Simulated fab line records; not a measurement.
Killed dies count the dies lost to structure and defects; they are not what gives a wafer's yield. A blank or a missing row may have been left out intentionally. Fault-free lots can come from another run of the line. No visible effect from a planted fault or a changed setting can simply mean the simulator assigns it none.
The same fault as seen by 2 desks | flow rit-cmos | numbers are kept per desk, each desk with only its own; the story behind them comes last

== TOOL OWNER'S DESK, implanter-01 ==
The tool's own readings at RIT_NSD_IMPLANT_08, given as means over the sampled wafers that have a number, one for each lot that went through this tool. If a lot's mean is further than 4 standard deviations from the usual mean, the lot is out of limits and carries the mark OUT (the distance appears in the brackets).
Columns: A = dose-ions-cm2 at RIT_NSD_IMPLANT_08, usual 9.999e+14; B = end-station-pressure-torr at RIT_NSD_IMPLANT_08, usual 7.5e-06 Torr
lot  | first seen here | A                   | B
L724 | day 3 04:02     | 1.001e+15           | 7.7e-06
L726 | day 3 16:32     | 1.000e+15           | 7.5e-06
L729 | day 4 05:42     | 9.993e+14           | 7.5e-06
L732 | day 5 01:34     | 9.853e+14 (-13) OUT | 7.6e-06
L736 | day 6 03:58     | 9.841e+14 (-14) OUT | 7.9e-06
This desk's finding: out of limits on L732, L736; first on L732, day 5 01:34 (dose-ions-cm2 at RIT_NSD_IMPLANT_08). Within limits: L724, L726, L729.

== AT THE METROLOGY DESK ==
Means of the sampled wafers that have a number, per lot and without regard to the tool the lot ran on: this is what the gauges read. If a lot's mean is further than 4 standard deviations from the usual mean, the lot is out of limits and carries the mark OUT (the distance appears in the brackets).
Columns: A = INCOMING_BOW at RIT_ACTIVE_BOW_MEAS_00, usual 0 um; B = cd-nm at RIT_ACTIVE_CD_MEAS_11, usual 1400.1 nm; C = NSD_RS at RIT_SDANNEAL_RS_MEAS_05, usual 84.62 ohm/sq; D = cd-nm at RIT_CONTACT_CD_MEAS_08, usual 1000.3 nm
lot  | first seen here | A  | B      | C                | D
L723 | day 1 10:00     | -1 | 1401.8 | 84.65            | 997.6
L724 | day 1 15:00     | -3 | 1400.4 | 84.49            | 1002.7
L725 | day 1 20:01     | -2 | 1400.5 | 84.69            | 1001.0
L726 | day 2 01:00     | 0  | 1398.1 | 84.92            | 999.8
L729 | day 2 16:04     | -1 | 1400.3 | 84.68            | 1000.6
L730 | day 2 21:00     | -3 | 1399.7 | 84.73            | 997.5
L732 | day 3 07:00     | 6  | 1404.6 | 85.80 (+4.4) OUT | 1000.2
L734 | day 3 17:01     | 4  | 1398.9 | 84.75            | 1000.5
L736 | day 4 03:00     | 1  | 1398.6 | 85.44            | 1002.1
L740 | day 4 23:01     | -2 | 1401.2 | 84.21            | 1000.4
L741 | day 5 04:01     | 5  | 1402.6 | 84.45            | 998.2
L742 | day 5 09:04     | -2 | 1400.6 | 85.02            | 1001.5
L744 | day 5 19:02     | 9  | 1401.1 | 84.30            | 1002.0
L745 | day 6 00:04     | 3  | 1400.5 | 84.77            | 999.9
This desk finds L732 out of limits, with the earliest case on L732 at day 5 03:55 (NSD_RS at RIT_SDANNEAL_RS_MEAS_05). Within limits: L723, L724, L725, L726, L729, L730, L734, L736, L740, L741, L742, L744, L745.

== TAKEN TOGETHER ==
An alarm could have come from the tool owner's desk at day 5 01:34, on L732, L736.
At day 5 03:55 the metrology desk could have sounded an alarm, on L732.
The metrology desk holds a record of L736, inside its limits.
Of the lots named, all ran RIT_NSD_IMPLANT_08 on implanter-01.

== WHAT THE SIMULATOR HAD PUT IN ==
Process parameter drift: implanter-01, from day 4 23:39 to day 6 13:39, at RIT_NSD_IMPLANT_08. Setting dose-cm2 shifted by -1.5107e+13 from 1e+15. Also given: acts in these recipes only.
Lots struck among those shown: L732, L736.
Time in hours from fault onset to the first out-of-limits reading at each desk: tool owner's desk 2, metrology desk 4.
